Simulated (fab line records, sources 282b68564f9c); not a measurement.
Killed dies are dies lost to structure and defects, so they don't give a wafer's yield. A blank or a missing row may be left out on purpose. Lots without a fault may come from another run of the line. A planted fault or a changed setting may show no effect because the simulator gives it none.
Which tool did it? | flow rit_cmos | 7 lots, 21 wafers sampled, at 2 steps of a route of 202

WHAT THE GAUGES READ, wafer by wafer
RIT_WELLDRIVE_RS_MEAS_02: measures by four-point-probe.
lot  | measured    | on            | PWELL_RS (ohm/sq)
L428 | day 2 08:49 | film_metro-01 | 429.7 431.9 432.4
L431 | day 3 01:31 | film_metro-01 | 432.0 432.1 432.0
L433 | day 3 10:17 | film_metro-01 | 430.4 431.4 429.8
L438 | day 4 10:39 | film_metro-03 | 428.5 430.6 430.0
L442 | day 5 07:08 | film_metro-04 | 432.5 432.1 432.5
L448 | day 6 14:12 | film_metro-03 | - - -
L450 | day 6 23:13 | film_metro-03 | 430.8 431.1 432.2

WHICH TOOL RAN EACH LOT (tool, then ch and the chambers of the sampled wafers, then the start)
lot  | RIT_PWELL_IMPLANT_08
L428 | implanter-04 ch 0, day 2 03:14
L431 | implanter-03 ch 0, day 2 19:56
L433 | implanter-01 ch 0, day 3 04:42
L438 | implanter-03 ch 0, day 4 05:04
L442 | implanter-03 ch 0, day 5 01:33
L448 | implanter-04 ch 0, day 6 07:46
L450 | implanter-03 ch 0, day 6 17:37
- RIT_PWELL_IMPLANT_08

THE ANSWER, worked out from the rows above alone
Rule: what is usual is taken from the lots themselves. Put in order of their means at a reading, lots are off if they are a third of the lots or fewer, leave a main group of 4 or more, and stand apart from it by a gap of 3 or more times the standard deviation of the main group's means; of several such gaps the widest counts. A main group whose means are all the same, to the digits that the tables above print for the reading, isn't used. A lot without any number at a reading at which 4 lots or more have one is off too. The other lots that the step has rows for count as sound.
Off: L448, at RIT_WELLDRIVE_RS_MEAS_02 (PWELL_RS). Without a number there: L448. The main group: mean 431.2 ohm/sq, standard deviation 0.89.
A tool fits if, at a process step before that reading, it ran every lot that is off, and no sound lot after the first of them. The gauges at RIT_WELLDRIVE_RS_MEAS_02 are tried like those tools. One fits: implanter-04 at RIT_PWELL_IMPLANT_08. Its last sound lot is L428 (day 2 03:14), its first lot that is off L448 (day 6 07:46): a fault that began between those two fits.

WHAT THE SIMULATOR HAD PUT IN
Process parameter drift: implanter-04, from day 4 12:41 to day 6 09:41, at RIT_PWELL_IMPLANT_08. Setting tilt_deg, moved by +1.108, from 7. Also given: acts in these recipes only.
Lots struck among those shown: L448. The rule above found the same.
